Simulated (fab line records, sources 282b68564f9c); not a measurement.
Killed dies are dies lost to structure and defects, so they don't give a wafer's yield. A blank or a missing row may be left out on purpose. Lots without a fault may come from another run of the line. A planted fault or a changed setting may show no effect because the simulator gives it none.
One fault seen from 2 desks | flow rit_cmos | each desk has only its own numbers; what lay behind them comes last

THE METROLOGY DESK
What the gauges read, lot by lot, whatever tool the lot ran on: means of the sampled wafers that have a number. A lot is out of limits, marked OUT, if its mean lies more than 4 standard deviations from the usual mean; the brackets give that distance.
Columns: A = cd_nm at RIT_ACTIVE_CD_MEAS_11, usual 1399.2 nm
lot  | first seen here | A
L672 | day 1 20:59     | 1397.2
L673 | day 2 02:01     | 1396.0
L674 | day 2 05:35     | 1393.7
L675 | day 2 10:30     | 1397.5
L676 | day 2 15:36     | 1404.2
L677 | day 2 21:39     | 1401.0
L678 | day 3 01:26     | 1399.9
L679 | day 3 08:52     | 1401.6
L680 | day 3 11:42     | 1402.6
L683 | day 4 04:36     | 1327.4 (-24) OUT
L685 | day 4 13:02     | 1329.4 (-23) OUT
L688 | day 5 04:37     | 1403.5
L691 | day 5 20:14     | 1396.6
L694 | day 6 09:26     | 1403.8
This desk's finding: out of limits on L683, L685; first on L683, day 4 04:36 (cd_nm at RIT_ACTIVE_CD_MEAS_11). In limits: L672, L673, L674, L675, L676, L677, L678, L679, L680, L688, L691, L694.

THE TOOL OWNER'S DESK: litho_track-04
The tool's own readings at RIT_ACTIVE_COAT_06 (resist thk 1000 nm): means of the sampled wafers that have a number, for each lot that ran on this tool. A lot is out of limits, marked OUT, if its mean lies more than 4 standard deviations from the usual mean; the brackets give that distance.
Columns: A = exhaust_pa at RIT_ACTIVE_COAT_06, usual 44.8 Pa
lot  | first seen here | A
L672 | day 1 20:17     | 44.5
L676 | day 2 14:47     | 45.1
L677 | day 2 20:50     | 45.7
L678 | day 3 00:44     | 44.4
L683 | day 4 03:46     | 44.5
L685 | day 4 12:12     | 45.2
This desk's finding: nothing out of limits on any of the 6 lots.

PUT TOGETHER
The metrology desk could have raised an alarm at day 4 04:36, on L683, L685.
The tool owner's desk saw nothing out of limits.
The tool owner's desk has L683, L685 on record, within its limits.
Of the lots named, all ran RIT_ACTIVE_COAT_06 on litho_track-04.

WHAT THE SIMULATOR HAD PUT IN
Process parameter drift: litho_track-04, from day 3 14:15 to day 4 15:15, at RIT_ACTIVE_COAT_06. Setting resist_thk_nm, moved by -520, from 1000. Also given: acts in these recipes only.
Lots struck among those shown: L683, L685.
Hours from the fault's start to each desk's first reading out of limits: the metrology desk, 14.
